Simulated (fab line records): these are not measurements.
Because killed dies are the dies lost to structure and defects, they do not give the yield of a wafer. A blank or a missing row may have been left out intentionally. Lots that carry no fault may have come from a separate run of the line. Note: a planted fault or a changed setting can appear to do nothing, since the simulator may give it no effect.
Which tool is to blame? :: flow rit_cmos :: 42 wafers from 14 lots sampled at 5 of the route's 202 steps

== WHAT THE GAUGES READ, wafer by wafer ==
RIT_NSD_OVL_MEAS_06.
lot: L392
measured: day 3 05:07
on: overlay-01
NSD_OVL (nm): 1.5 2.7 0.9

lot: L394
measured: day 3 16:06
on: overlay-01
NSD_OVL (nm): 2.0 1.3 1.2

lot: L395
measured: day 3 18:21
on: overlay-01
NSD_OVL (nm): 1.0 0.2 0.1

lot: L396
measured: day 4 00:14
on: overlay-02
NSD_OVL (nm): 0.1 -1.0 0.7

lot: L397
measured: day 4 04:44
on: overlay-02
NSD_OVL (nm): 0.1 -2.1 0.3

lot: L398
measured: day 4 09:06
on: overlay-01
NSD_OVL (nm): 3.3 3.6 1.6

lot: L399
measured: day 4 11:32
on: overlay-01
NSD_OVL (nm): 2.2 2.4 2.3

lot: L400
measured: day 4 22:05
on: overlay-01
NSD_OVL (nm): 2.6 1.1 1.1

lot: L402
measured: day 5 03:10
on: overlay-02
NSD_OVL (nm): 0.6 0.1 -1.7

lot: L403
measured: day 5 08:02
on: overlay-02
NSD_OVL (nm): 0.0 0.3 0.1

lot: L405
measured: day 5 21:34
on: overlay-01
NSD_OVL (nm): 2.4 2.2 2.9

lot: L409
measured: day 6 16:47
on: overlay-02
NSD_OVL (nm): 2.1 1.2 1.1

lot: L411
measured: day 7 02:56
on: overlay-01
NSD_OVL (nm): 1.2 -2.0 0.1

lot: L414
measured: day 7 18:53
on: overlay-01
NSD_OVL (nm): 1.5 1.7 2.9

RIT_SILICIDE_RS_MEAS_02: a four-point-probe measurement.
lot: L392
measured: day 3 08:19
on: film_metro-03
SILICIDE_TI_RS (ohm/sq): 47.4 47.1 47.9

lot: L394
measured: day 3 19:20
on: film_metro-02
SILICIDE_TI_RS (ohm/sq): 47.0 46.7 47.1

lot: L395
measured: day 3 21:24
on: film_metro-03
SILICIDE_TI_RS (ohm/sq): 47.9 47.3 47.9

lot: L396
measured: day 4 03:25
on: film_metro-04
SILICIDE_TI_RS (ohm/sq): 48.7 48.3 49.1

lot: L397
measured: day 4 07:59
on: film_metro-04
SILICIDE_TI_RS (ohm/sq): 48.1 48.2 47.6

lot: L398
measured: day 4 12:23
on: film_metro-03
SILICIDE_TI_RS (ohm/sq): 49.6 48.2 48.5

lot: L399
measured: day 4 14:38
on: film_metro-02
SILICIDE_TI_RS (ohm/sq): 47.7 47.4 48.1

lot: L400
measured: day 5 01:17
on: film_metro-02
SILICIDE_TI_RS (ohm/sq): 47.0 48.0 47.9

lot: L402
measured: day 5 06:14
on: film_metro-03
SILICIDE_TI_RS (ohm/sq): 49.3 49.4 49.2

lot: L403
measured: day 5 11:16
on: film_metro-03
SILICIDE_TI_RS (ohm/sq): 47.1 47.0 47.7

lot: L405
measured: day 6 01:07
on: film_metro-04
SILICIDE_TI_RS (ohm/sq): 48.7 47.8 48.2

lot: L409
measured: day 6 20:13
on: film_metro-04
SILICIDE_TI_RS (ohm/sq): 80.9 79.6 79.6

lot: L411
measured: day 7 06:11
on: film_metro-04
SILICIDE_TI_RS (ohm/sq): 81.3 80.7 78.8

lot: L414
measured: day 7 22:25
on: film_metro-02
SILICIDE_TI_RS (ohm/sq): 47.5 47.5 48.5

RIT_SILICIDE_THK_MEAS_03: measures by xrf.
lot: L392
measured: day 3 08:26
on: film_metro-03
SILICIDE_TI_THK (nm): 30.3 30.3 30.0

lot: L394
measured: day 3 19:25
on: film_metro-02
SILICIDE_TI_THK (nm): 30.7 30.7 30.6

lot: L395
measured: day 3 21:31
on: film_metro-03
SILICIDE_TI_THK (nm): 30.0 30.2 30.0

lot: L396
measured: day 4 03:31
on: film_metro-04
SILICIDE_TI_THK (nm): 29.4 29.7 29.1

lot: L397
measured: day 4 08:06
on: film_metro-04
SILICIDE_TI_THK (nm): 29.6 29.8 30.0

lot: L398
measured: day 4 12:29
on: film_metro-03
SILICIDE_TI_THK (nm): 29.0 29.5 29.5

lot: L399
measured: day 4 14:45
on: film_metro-02
SILICIDE_TI_THK (nm): 30.2 30.1 29.9

lot: L400
measured: day 5 01:24
on: film_metro-02
SILICIDE_TI_THK (nm): 30.6 30.1 30.1

lot: L402
measured: day 5 06:22
on: film_metro-03
SILICIDE_TI_THK (nm): 29.2 29.1 29.3

lot: L403
measured: day 5 11:23
on: film_metro-03
SILICIDE_TI_THK (nm): 30.2 30.3 29.9

lot: L405
measured: day 6 01:14
on: film_metro-04
SILICIDE_TI_THK (nm): 29.6 30.1 29.8

lot: L409
measured: day 6 20:19
on: film_metro-04
SILICIDE_TI_THK (nm): 19.7 20.0 20.0

lot: L411
measured: day 7 06:18
on: film_metro-04
SILICIDE_TI_THK (nm): 19.7 19.8 20.1

lot: L414
measured: day 7 22:32
on: film_metro-02
SILICIDE_TI_THK (nm): 30.3 30.3 29.8

== TOOL THAT RAN EACH LOT (tool first, then ch and the chambers of the sampled wafers, then the start) ==
lot: L392
RIT_NSD_STRIP_09: plasma_asher-02 ch 0,1, day 3 05:28
RIT_SILICIDE_SPUTTER_01: pvd_sputter-01, day 3 08:10

lot: L394
RIT_NSD_STRIP_09: plasma_asher-01 ch 0,1, day 3 16:29
RIT_SILICIDE_SPUTTER_01: pvd_sputter-01, day 3 19:07

lot: L395
RIT_NSD_STRIP_09: plasma_asher-01 ch 0,1, day 3 18:41
RIT_SILICIDE_SPUTTER_01: pvd_sputter-02, day 3 21:15

lot: L396
RIT_NSD_STRIP_09: plasma_asher-02 ch 0,1, day 4 00:34
RIT_SILICIDE_SPUTTER_01: pvd_sputter-01, day 4 03:14

lot: L397
RIT_NSD_STRIP_09: plasma_asher-04 ch 0,1, day 4 05:04
RIT_SILICIDE_SPUTTER_01: pvd_sputter-03, day 4 07:50

lot: L398
RIT_NSD_STRIP_09: plasma_asher-04 ch 0,1, day 4 09:26
RIT_SILICIDE_SPUTTER_01: pvd_sputter-01, day 4 12:13

lot: L399
RIT_NSD_STRIP_09: plasma_asher-04 ch 0,1, day 4 11:53
RIT_SILICIDE_SPUTTER_01: pvd_sputter-02, day 4 14:29

lot: L400
RIT_NSD_STRIP_09: plasma_asher-01 ch 0,1, day 4 22:25
RIT_SILICIDE_SPUTTER_01: pvd_sputter-01, day 5 01:08

lot: L402
RIT_NSD_STRIP_09: plasma_asher-04 ch 0,1, day 5 03:30
RIT_SILICIDE_SPUTTER_01: pvd_sputter-01, day 5 06:05

lot: L403
RIT_NSD_STRIP_09: plasma_asher-01 ch 1, day 5 08:22
RIT_SILICIDE_SPUTTER_01: pvd_sputter-03, day 5 11:06

lot: L405
RIT_NSD_STRIP_09: plasma_asher-04 ch 0,1, day 5 21:53
RIT_SILICIDE_SPUTTER_01: pvd_sputter-03, day 6 00:58

lot: L409
RIT_NSD_STRIP_09: plasma_asher-04 ch 0,1, day 6 17:07
RIT_SILICIDE_SPUTTER_01: pvd_sputter-03, day 6 20:02

lot: L411
RIT_NSD_STRIP_09: plasma_asher-02 ch 0,1, day 7 03:16
RIT_SILICIDE_SPUTTER_01: pvd_sputter-03, day 7 06:02

lot: L414
RIT_NSD_STRIP_09: plasma_asher-02 ch 0,1, day 7 19:14
RIT_SILICIDE_SPUTTER_01: pvd_sputter-01, day 7 22:16
- RIT_NSD_STRIP_09: strips in O2, time 180 s.
- RIT_SILICIDE_SPUTTER_01: material Ti, target thk 30 nm, time 240 s.

== WHAT THE TOOLS THEMSELVES READ (means of the sampled wafers that have a number; where no wafer has one, the mark that the record gives instead) ==
RIT_NSD_STRIP_09.
lot: L392
tool: plasma_asher-02
drypump_motor_current_A (A): 6.1

lot: L394
tool: plasma_asher-01
drypump_motor_current_A (A): 6.2

lot: L395
tool: plasma_asher-01
drypump_motor_current_A (A): 6.2

lot: L396
tool: plasma_asher-02
drypump_motor_current_A (A): 6.1

lot: L397
tool: plasma_asher-04
drypump_motor_current_A (A): 6.1

lot: L398
tool: plasma_asher-04
drypump_motor_current_A (A): 6.0

lot: L399
tool: plasma_asher-04
drypump_motor_current_A (A): 6.0

lot: L400
tool: plasma_asher-01
drypump_motor_current_A (A): 6.2

lot: L402
tool: plasma_asher-04
drypump_motor_current_A (A): 6.1

lot: L403
tool: plasma_asher-01
drypump_motor_current_A (A): 5.9

lot: L405
tool: plasma_asher-04
drypump_motor_current_A (A): 6.1

lot: L409
tool: plasma_asher-04
drypump_motor_current_A (A): 6.0

lot: L411
tool: plasma_asher-02
drypump_motor_current_A (A): 5.7

lot: L414
tool: plasma_asher-02
drypump_motor_current_A (A): 6.1

RIT_SILICIDE_SPUTTER_01.
lot: L392
tool: pvd_sputter-01
throttle_valve_pct (%): 30.0

lot: L394
tool: pvd_sputter-01
throttle_valve_pct (%): 30.6

lot: L395
tool: pvd_sputter-02
throttle_valve_pct (%): 30.6

lot: L396
tool: pvd_sputter-01
throttle_valve_pct (%): 29.7

lot: L397
tool: pvd_sputter-03
throttle_valve_pct (%): 29.8

lot: L398
tool: pvd_sputter-01
throttle_valve_pct (%): 29.7

lot: L399
tool: pvd_sputter-02
throttle_valve_pct (%): 30.9

lot: L400
tool: pvd_sputter-01
throttle_valve_pct (%): 29.8

lot: L402
tool: pvd_sputter-01
throttle_valve_pct (%): 29.0

lot: L403
tool: pvd_sputter-03
throttle_valve_pct (%): 30.5

lot: L405
tool: pvd_sputter-03
throttle_valve_pct (%): 30.7

lot: L409
tool: pvd_sputter-03
throttle_valve_pct (%): 30.1

lot: L411
tool: pvd_sputter-03
throttle_valve_pct (%): 30.7

lot: L414
tool: pvd_sputter-01
throttle_valve_pct (%): 30.5

== THE ANSWER, worked out from the rows above alone ==
Rule: usual is defined by the lots themselves. Put in order of their means at a reading, lots are off if they are a third of the lots or fewer, leave a main group of 4 or more, and stand apart from it by a gap of 3 or more times the standard deviation of the main group's means; of several such gaps the widest counts. A main group is skipped when, at the precision printed for the reading in the tables above, its means are all equal. A lot without any number at a reading at which 4 lots or more have one is off too. Any other lot the step has rows for is counted as sound. First the gauges in route order, then the tools' own readings, where a lot's mean is used as printed above. The first step at which some lot is off is used, and at that step the reading that is off furthest; a lot without a number counts as furthest.
Off: L409, L411, seen at RIT_SILICIDE_RS_MEAS_02 (SILICIDE_TI_RS). Main group: mean 48.0 ohm/sq, sd 0.65.
A tool fits if, at a process step before that reading, it ran every lot that is off, and no sound lot after the first of them. Gauges at RIT_SILICIDE_RS_MEAS_02: tried the same way as those tools. 2 tools fit, pvd_sputter-03 at RIT_SILICIDE_SPUTTER_01 and film_metro-04 at RIT_SILICIDE_RS_MEAS_02, so this cannot tell which one it is.

== WHAT THE SIMULATOR HAD INSERTED ==
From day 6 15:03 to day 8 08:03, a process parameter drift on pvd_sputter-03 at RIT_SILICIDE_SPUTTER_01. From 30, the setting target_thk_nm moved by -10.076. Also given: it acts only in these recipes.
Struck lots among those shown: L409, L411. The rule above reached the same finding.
